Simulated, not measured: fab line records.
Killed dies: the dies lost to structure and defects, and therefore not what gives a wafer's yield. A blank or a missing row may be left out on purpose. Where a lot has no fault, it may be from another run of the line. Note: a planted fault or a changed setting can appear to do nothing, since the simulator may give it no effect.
fab line records    flow berkeley_cmos170
record: lots: 13  wafers: 39  last_day: 11
route steps=331 shown NLDD@209 V2@294 M3@326
lots that met no fault: taken from a fault-free run of the same line
start_h: hours from the record's first day to the start of the lot's first wafer shown    wait_h: hours elapsed since this lot's preceding step    " repeats the value in the row above    L1.1+2: a row that stands for several wafers    - value missing, or start not given    * or withheld: withheld    < > ~ a bound
route shown NAME@n: a module of which the file shows steps, and the number in the route of the first    usual: the fault-free wafers' mean and standard deviation    same: alike in all rows    chamber/n: place in a boat    sites: the reading at each site    _std_site: the standard deviation of these    _edge_site: mean of outer sites minus mean of inner sites    radius_mm: how far each site lies from the wafer's centre    mask NAME#n: copy n    behind: the most recent tool/chamber to have shaped the wafer    hold: reason for holding the lot/hours on hold/outcome of the hold    device: the transistor (n, p or np) that didn't switch    end of line: the tests these same wafers got at the end of their route    step lacking rows: just its recipe    killed: dies that structure and defects cost at the first sort, which is not the same as the wafer's yield    map: per-die view of a wafer (x killed, . not killed, _ where there is no die)
set.NAME: the setting that was run; set.NAME@STEP: the one run at that earlier step    model.NAME: the simulator's own value behind a step, which no gauge read
the route's steps for a sample of lots (tables are steps, rows are wafers)
services: from which hour (start_h, from the record's first day; less than 0 if before it) a tool's chamber was out of use, for how many hours, and why
== steps ==
step: UCB170_SDANNEAL_RS_MEAS_05
recipe: thk_meas_gauge: four-point-probe
usual: NLDD_RS: 616.8/1.8
lot.wafer  tool           chamber  start_h  wait_h  NLDD_RS[ohm/sq]
L449.2     film_metro-02  -        146.81   0.1     617.4
L449.4     "              -        "        "       617.1
L449.5     "              -        "        "       615.2
L448.1     film_metro-03  -        146.99   0.1     616.8
L448.2     "              -        "        "       614.8
L448.4     "              -        "        "       616.7
L451.4     film_metro-04  -        147.28   0.1     613.8
L451.5     "              -        "        "       616.2
L451.6     "              -        "        "       615.2
L450.1     film_metro-03  -        147.64   0.1     617.8
L450.3     "              -        "        "       617.3
L450.6     "              -        "        "       618.5
L453.1     film_metro-04  -        157.18   0.1     614.9
L453.3     "              -        "        "       613.4
L453.5     "              -        "        "       615.0
L452.1     film_metro-02  -        157.42   0.1     614.7
L452.3     "              -        "        "       614.6
L452.5     "              -        "        "       614.5
L454.2     film_metro-03  -        157.65   0.1     618.1
L454.5     "              -        "        "       619.2
L454.6     "              -        "        "       618.2
L455.3     film_metro-03  -        169.12   0.1     616.8
L455.5     "              -        "        "       618.1
L455.6     "              -        "        "       617.1
L459.1     film_metro-04  -        198.68   0.1     616.9
L459.2     "              -        "        "       618.2
L459.3     "              -        "        "       615.1
L467.1     film_metro-03  -        235.45   0.1     614.6
L467.2     "              -        "        "       615.1
L467.4     "              -        "        "       614.4
L465.3     film_metro-03  -        235.97   0.1     619.9
L465.4     "              -        "        "       618.4
L465.5     "              -        "        "       620.0
L466.1     film_metro-03  -        237.32   0.1     618.2
L466.5     "              -        "        "       617.0
L466.6     "              -        "        "       618.6
L471.2     film_metro-03  -        239.15   0.1     617.2
L471.3     "              -        "        "       618.7
L471.4     "              -        "        "       617.6
step: UCB170_V2_CMP_02
recipe: material: SiO2  down_force_psi: 6  platen_rpm: 60  pad_velocity_m_s: 0.75398
usual: edge_zone_pressure_frac: 1.000/0.0051  motor_current_A: 18.1/1.4
lot.wafer  tool    chamber  start_h  wait_h  edge_zone_pressure_frac  motor_current_A
L449.4     cmp-01  2        167.05   0.1     1.004                    18.8
L449.2     "       3        "        "       0.995                    18.6
L449.5     "       1        "        "       1.007                    18.1
L448.2     cmp-02  2        167.28   0.0     0.997                    20.1
L448.1     "       0        "        "       0.999                    17.4
L448.4     "       1        "        "       1.002                    14.6
L450.3     cmp-01  1        167.61   0.0     0.998                    18.0
L450.1     "       3        "        "       0.997                    19.6
L450.6     "       2        "        "       1.007                    18.9
L451.4     cmp-01  0        169.24   0.0     1.000                    19.1
L451.5     "       0        "        "       0.992                    19.9
L451.6     "       1        "        "       0.996                    18.2
L453.3     cmp-02  2        175.57   0.0     0.997                    18.5
L453.1     "       3        "        "       0.991                    18.5
L453.5     "       2        "        "       1.005                    18.4
L452.1     cmp-01  3        175.82   0.1     1.004                    18.2
L452.3     "       0        "        "       1.009                    18.8
L452.5     "       0        "        "       1.013                    18.5
L454.2     cmp-02  1        176.40   0.1     0.995                    14.8
L454.6     "       0        "        "       0.987                    17.5
L454.5     "       1        "        "       0.993                    14.9
L455.3     cmp-02  2        189.55   0.0     1.012                    20.0
L455.6     "       2        "        "       1.005                    17.9
L455.5     "       3        "        "       0.995                    19.2
L459.1     cmp-01  2        218.76   0.1     0.998                    18.3
L459.2     "       3        "        "       1.003                    18.2
L459.3     "       0        "        "       1.000                    18.9
L465.3     cmp-01  3        255.65   0.1     0.996                    19.5
L465.4     "       1        "        "       1.007                    18.2
L465.5     "       2        "        "       1.001                    18.6
L467.4     cmp-02  3        256.21   0.0     1.001                    19.1
L467.2     "       0        "        "       1.004                    17.0
L467.1     "       1        "        "       0.999                    15.9
L466.1     cmp-02  3        256.97   0.2     0.995                    19.5
L466.5     "       1        "        "       1.004                    14.9
L466.6     "       2        "        "       1.004                    18.8
L471.2     cmp-02  3        257.54   0.0     1.001                    19.0
L471.4     "       1        "        "       1.006                    14.2
L471.3     "       2        "        "       1.003                    18.7
step: UCB170_M3_ETCH_17
recipe: chemistry: N2/H2  target_depth_a: withheld  overetch_a: withheld  target: BARC  time_s: withheld  source_w: 500  bias_w: 100  pressure_mtorr: 30  n2_flow_sccm: 100  h2_flow_sccm: 200
usual: drypump_motor_current_A: 5.8/0.47  oes_product_au: 1.001/0.015  rf_fwd_power_W: 494.5/1.6  throttle_valve_pct: 13.27/0.13
lot.wafer  tool         chamber  start_h  wait_h  drypump_motor_current_A  oes_product_au  rf_fwd_power_W  throttle_valve_pct
L449.2     rie_diel-01  3        171.73   0.0     5.5                      1.039           493.7           13.10
L449.4     "            0        "        "       5.6                      1.000           495.5           13.16
L449.5     "            3        "        "       5.5                      1.034           495.3           13.10
L448.1     rie_diel-04  3        172.53   0.0     5.9                      1.000           495.5           13.45
L448.2     "            1        "        "       5.7                      0.989           496.0           13.17
L448.4     "            1        "        "       5.7                      0.991           496.6           13.17
L450.1     rie_diel-01  0        174.69   0.0     5.6                      0.982           494.3           13.17
L450.3     "            3        "        "       5.5                      1.024           494.1           13.11
L450.6     "            2        "        "       5.9                      1.011           493.4           13.33
L451.4     rie_diel-03  0        175.96   0.0     5.8                      0.991           494.8           13.35
L451.5     "            1        "        "       5.4                      0.979           490.6           13.57
L451.6     "            0        "        "       5.8                      0.998           495.2           13.35
L453.1     rie_diel-03  1        181.27   0.0     5.4                      0.969           490.3           13.56
L453.3     "            3        "        "       4.8                      1.008           492.9           13.35
L453.5     "            2        "        "       6.3                      0.988           494.6           13.30
L452.1     rie_diel-04  3        182.27   0.0     5.9                      1.013           492.0           13.45
L452.3     "            2        "        "       6.7                      0.989           493.3           13.22
L452.5     "            1        "        "       5.7                      0.993           497.0           13.17
L454.2     rie_diel-01  3        182.88   0.0     5.5                      1.020           492.9           13.11
L454.5     "            3        "        "       5.5                      1.032           492.1           13.10
L454.6     "            2        "        "       5.9                      1.011           496.5           13.33
L455.3     rie_diel-04  0        194.20   0.0     6.5                      0.989           495.5           13.20
L455.5     "            3        "        "       6.0                      0.996           494.7           13.44
L455.6     "            2        "        "       6.7                      0.984           492.4           13.20
L459.1     rie_diel-01  0        225.69   0.0     5.6                      1.003           494.9           13.16
L459.2     "            3        "        "       5.6                      0.940           417.3           13.08
L459.3     "            2        "        "       5.9                      1.015           496.4           13.33
L465.3     rie_diel-03  0        264.44   0.0     5.8                      0.998           492.9           13.34
L465.4     "            2        "        "       6.3                      0.982           496.7           13.34
L465.5     "            0        "        "       5.8                      0.988           491.7           13.34
L467.1     rie_diel-03  3        265.05   0.0     4.8                      1.017           497.1           13.36
L467.2     "            0        "        "       5.8                      0.990           496.2           13.36
L467.4     "            0        "        "       5.8                      0.991           495.6           13.36
L466.1     rie_diel-04  0        265.24   0.0     6.5                      0.993           494.6           13.19
L466.5     "            1        "        "       5.7                      0.984           495.0           13.18
L466.6     "            3        "        "       5.9                      1.001           494.3           13.44
L471.2     rie_diel-03  0        265.33   0.0     5.8                      0.995           494.2           13.35
L471.3     "            3        "        "       4.8                      1.006           490.7           13.37
L471.4     "            0        "        "       5.8                      0.985           495.5           13.35
step: UCB170_M3_BOW_MEAS_20
recipe: mode: bow
usual: M3_BOW: 35/7.5
lot.wafer  tool           chamber  start_h  wait_h  M3_BOW[um]
L449.2     film_metro-02  -        172.20   0.1     30
L449.4     "              -        "        "       30
L449.5     "              -        "        "       39
L448.1     film_metro-03  -        172.98   0.1     44
L448.2     "              -        "        "       28
L448.4     "              -        "        "       32
L450.1     film_metro-02  -        175.14   0.1     27
L450.3     "              -        "        "       24
L450.6     "              -        "        "       17
L451.4     film_metro-04  -        176.47   0.1     35
L451.5     "              -        "        "       24
L451.6     "              -        "        "       33
L453.1     film_metro-02  -        181.72   0.1     23
L453.3     "              -        "        "       30
L453.5     "              -        "        "       41
L452.1     film_metro-02  -        182.72   0.1     32
L452.3     "              -        "        "       33
L452.5     "              -        "        "       37
L454.2     film_metro-04  -        183.35   0.1     31
L454.5     "              -        "        "       35
L454.6     "              -        "        "       48
L455.3     film_metro-03  -        194.69   0.1     48
L455.5     "              -        "        "       36
L455.6     "              -        "        "       36
L459.1     film_metro-04  -        226.14   0.1     32
L459.2     "              -        "        "       31
L459.3     "              -        "        "       33
L465.3     film_metro-03  -        264.93   0.1     36
L465.4     "              -        "        "       35
L465.5     "              -        "        "       23
L467.1     film_metro-03  -        265.50   0.1     42
L467.2     "              -        "        "       37
L467.4     "              -        "        "       53
L466.1     film_metro-04  -        265.69   0.1     36
L466.5     "              -        "        "       27
L466.6     "              -        "        "       43
L471.2     film_metro-02  -        265.81   0.1     37
L471.3     "              -        "        "       40
L471.4     "              -        "        "       37
== services ==
tool         chamber  start_h  hours  kind
rie_diel-01  3        144.14   -      clean
rie_diel-01  3        144.14   18.0   scheduled_down
rie_diel-01  3        144.14   18.0   vent_cycle
rie_diel-04  0        149.40   -      clean
rie_diel-04  0        149.40   25.9   scheduled_down
rie_diel-04  0        149.40   25.9   vent_cycle
rie_diel-01  1        168.05   -      clean
rie_diel-01  1        168.05   20.3   scheduled_down
rie_diel-01  1        168.05   20.3   vent_cycle
rie_diel-01  -        194.32   0.5    repair
rie_diel-01  3        201.18   4.9    repair
cmp-02       -        204.23   4.2    pm
rie_diel-03  -        215.94   28.1   pm
cmp-01       -        232.00   4.0    pm
rie_diel-04  -        234.86   0.8    repair
cmp-01       -        236.00   -      consumable_replace:conditioner
cmp-01       -        236.00   -      consumable_replace:pad
rie_diel-03  2        244.04   -      clean
rie_diel-03  2        244.04   14.5   scheduled_down
rie_diel-03  2        244.04   14.5   vent_cycle
rie_diel-03  0        254.14   3.0    repair
rie_diel-03  1        254.16   4.9    repair
cmp-01       -        256.26   4.9    pm
rie_diel-03  3        256.47   6.2    repair
== key ==
first_sign: step: UCB170_M3_ETCH_17  reading: rf_fwd_power_W  direction: down  sigmas: 47  usual: 494.5  struck: 417.3
effect: step: UCB170_M3_ETCH_17  reading: oes_product_au  direction: down  sigmas: 4.1  usual: 1.001  struck: 0.940
met_at UCB170_M3_ETCH_17
struck_lots L459
struck_wafers L459.2
not_acting_at UCB170_SDANNEAL_RS_MEAS_05,UCB170_V2_CMP_02,UCB170_M3_BOW_MEAS_20
onset_between 182.88 225.69
fault: kind: process_parameter_drift  tool: rie_diel-01  chamber: 3  onset_h: 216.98  steps: UCB170_M3_ETCH_17  channel: source_w  offset: -80  shape: step  end_h: 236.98  acts_in: these_recipes_only  stated: 500
